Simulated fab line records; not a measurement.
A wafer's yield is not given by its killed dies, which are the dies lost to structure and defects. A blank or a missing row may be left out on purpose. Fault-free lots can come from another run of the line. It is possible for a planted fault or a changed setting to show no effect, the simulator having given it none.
One fault seen from 2 desks || flow berkeley_cmos170 || every desk sees just its own numbers, and what lay behind them comes last

## THE TOOL OWNER'S DESK: furnace-04
Per lot that ran on this tool, the mean of the sampled wafers carrying a number, from the tool's own readings at UCB170_WELLDRIVE_ANNEAL_03 (time 900 s). Marked OUT: a lot whose mean sits more than 4 standard deviations from the usual mean, which makes it out of limits; the brackets give that distance.
Columns: A = spike_tc_centre_C at UCB170_WELLDRIVE_ANNEAL_03, usual 1102.7 C; B = spike_tc_load_C at UCB170_WELLDRIVE_ANNEAL_03, usual 1125.6 C; C = spike_tc_source_C at UCB170_WELLDRIVE_ANNEAL_03, usual 1124.6 C
{"lot": "L972", "first seen here": "day 5 12:49", "A": 1102.8, "B": 1123.3, "C": 1124.0}
{"lot": "L973", "first seen here": "day 5 12:49", "A": 1101.6, "B": 1124.3, "C": 1123.4}
{"lot": "L978", "first seen here": "day 7 01:38", "A": "1061.5 (-34) OUT", "B": "1082.8 (-18) OUT", "C": "1083.1 (-20) OUT"}
{"lot": "L979", "first seen here": "day 7 01:38", "A": "1061.7 (-34) OUT", "B": "1083.2 (-18) OUT", "C": "1082.3 (-20) OUT"}
{"lot": "L980", "first seen here": "day 7 01:38", "A": "1062.7 (-33) OUT", "B": "1083.9 (-17) OUT", "C": "1083.0 (-20) OUT"}
This desk's finding: out of limits on L978, L979, L980; first on L978, day 7 01:38 (spike_tc_centre_C at UCB170_WELLDRIVE_ANNEAL_03). Within limits: L972, L973.

## METROLOGY DESK
What the gauges read, lot by lot, whatever tool the lot ran on: means of the sampled wafers that have a number. Marked OUT: a lot whose mean sits more than 4 standard deviations from the usual mean, which makes it out of limits; the brackets give that distance.
Columns: A = PWELL_OVL at UCB170_PWELL_OVL_MEAS_13, usual 0 nm; B = PWELL_TW at UCB170_PWELL_TW_MEAS_17, usual 380.0; C = WELLDRIVE_OXIDE_THK at UCB170_WELLDRIVE_THK_MEAS_02, usual 202 nm
{"lot": "L972", "first seen here": "day 4 17:34", "A": -2, "B": 380.2, "C": 204}
{"lot": "L973", "first seen here": "day 4 18:07", "A": 2, "B": 381.2, "C": 202}
{"lot": "L978", "first seen here": "day 6 10:03", "A": -2, "B": 382.0, "C": 201}
{"lot": "L980", "first seen here": "day 6 10:14", "A": -4, "B": 379.5, "C": 201}
{"lot": "L979", "first seen here": "day 6 10:30", "A": -2, "B": 382.4, "C": 204}
{"lot": "L981", "first seen here": "day 6 21:08", "A": -4, "B": 380.7, "C": 199}
{"lot": "L983", "first seen here": "day 7 01:21", "A": 3, "B": 379.5, "C": 210}
This desk's finding: nothing out of limits on any of the 7 lots.

## ALL TOGETHER
The tool owner's desk had the chance to raise an alarm at day 7 01:38 on L978, L979, L980.
The metrology desk saw nothing out of limits.
The metrology desk holds a record of L978, L979, L980, inside its limits.
On furnace-04, each named lot ran UCB170_WELLDRIVE_ANNEAL_03.

## WHAT WAS PUT IN BY THE SIMULATOR
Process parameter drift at UCB170_WELLDRIVE_ANNEAL_03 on furnace-04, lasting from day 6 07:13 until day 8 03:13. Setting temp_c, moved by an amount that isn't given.
Struck lots among those shown: L978, L979, L980.
Hours from the fault's start to each desk's first reading out of limits: the tool owner's desk, 18.
